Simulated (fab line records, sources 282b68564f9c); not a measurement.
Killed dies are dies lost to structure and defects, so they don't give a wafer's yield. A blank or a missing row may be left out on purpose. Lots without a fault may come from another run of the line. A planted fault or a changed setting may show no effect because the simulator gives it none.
Tool commonality check | flow rit_cmos | 14 lots, 42 wafers sampled

WHY IT WAS OPENED
At RIT_SPACER_THK_MEAS_04 the reading SPACER_NITRIDE_THK is flagged on 2 of 14 lots. Wafers without a fault read 250.7 nm, standard deviation 2.8.
Rule: a lot is flagged when every wafer of it that has a number lies more than 4 standard deviations from that mean, or none has a number. The other lots count as sound.

lot  | measured    | on            | SPACER_NITRIDE_THK (nm), wafer by wafer | flag
L439 | day 3 03:01 | film_metro-01 | 250.9 250.3 251.2                       |
L440 | day 3 09:07 | film_metro-04 | 249.4 250.3 250.3                       |
L441 | day 3 14:21 | film_metro-01 | 251.4 252.2 252.4                       |
L442 | day 3 20:36 | film_metro-04 | 252.7 251.0 249.5                       |
L443 | day 3 23:14 | film_metro-02 | 248.2 249.7 249.6                       |
L444 | day 4 03:44 | film_metro-04 | 252.9 252.7 251.5                       |
L445 | day 4 11:26 | film_metro-04 | 249.9 249.4 251.9                       |
L447 | day 4 18:07 | film_metro-04 | 253.7 250.7 254.1                       |
L449 | day 5 07:06 | film_metro-01 | 252.2 253.4 252.7                       |
L450 | day 5 10:01 | film_metro-04 | 252.9 254.7 254.6                       |
L451 | day 5 14:50 | film_metro-01 | 340.5 337.6 340.3                       | FLAGGED
L452 | day 5 21:30 | film_metro-02 | 338.4 337.7 338.9                       | FLAGGED
L459 | day 7 10:47 | film_metro-02 | 249.6 250.1 251.3                       |
L461 | day 7 23:43 | film_metro-04 | 247.2 247.2 244.7                       |
The numbers of the flagged lots are 338.9 nm on average: +88.2 nm against the usual, or +31 standard deviations.

WHICH TOOL RAN EACH LOT
The record holds 1 process step before the reading, out of a route of 202 steps. In each cell: the tool, then ch and the chambers that the sampled wafers went through, then the start.
lot  | flag    | RIT_SPACER_CVD_03
L439 |         | lpcvd-02 ch 1, day 3 00:08
L440 |         | lpcvd-02 ch 0, day 3 07:12
L441 |         | lpcvd-02 ch 1, day 3 12:26
L442 |         | lpcvd-01 ch 1, day 3 17:43
L443 |         | lpcvd-02 ch 1, day 3 21:19
L444 |         | lpcvd-01 ch 1, day 4 01:49
L445 |         | lpcvd-01 ch 1, day 4 09:30
L447 |         | lpcvd-02 ch 1, day 4 16:11
L449 |         | lpcvd-01 ch 1, day 5 04:13
L450 |         | lpcvd-01 ch 1, day 5 08:05
L451 | FLAGGED | lpcvd-02 ch 0, day 5 12:53
L452 | FLAGGED | lpcvd-02 ch 0, day 5 19:34
L459 |         | lpcvd-01 ch 0, day 7 08:52
L461 |         | lpcvd-01 ch 1, day 7 21:47
What these steps do:
- RIT_SPACER_CVD_03: deposits Si3N4 from SiH2Cl2/NH3, target thk 250 nm, time 3300 s.
- RIT_SPACER_THK_MEAS_04

FLAGGED OVER TOTAL, TOOL BY TOOL (the gauges that took the reading come last)
step                   | tool          | lots run | flagged | share of the flagged lots | sound lots run after its first flagged lot
RIT_SPACER_CVD_03      | lpcvd-01      | 7        | 0       | none                      | -
RIT_SPACER_CVD_03      | lpcvd-02      | 7        | 2       | all                       | 0
RIT_SPACER_THK_MEAS_04 | film_metro-01 | 4        | 1       | some                      | 0
RIT_SPACER_THK_MEAS_04 | film_metro-02 | 3        | 1       | some                      | 1 (L459)
RIT_SPACER_THK_MEAS_04 | film_metro-04 | 7        | 0       | none                      | -

WHAT THE TABLE ALLOWS
1 row of the table ran every flagged lot: lpcvd-02 at RIT_SPACER_CVD_03.
- lpcvd-02 at RIT_SPACER_CVD_03: 2 of its 7 lots flagged. Its last sound lot is L447 (day 4 16:11), its first flagged lot L451 (day 5 12:53): a fault that began between those two fits. Its own readings lie more than 4 standard deviations out on every wafer of the flagged lots: nh3_flow_sccm.
One tool is left: lpcvd-02 at RIT_SPACER_CVD_03.

WHAT THE SIMULATOR HAD PUT IN
Process parameter drift: lpcvd-02, from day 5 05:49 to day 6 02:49, at RIT_SPACER_CVD_03. Setting nh3_flow_sccm, moved by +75, from 150. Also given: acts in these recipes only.
Lots struck among those shown: L451, L452. The rule above found the same.
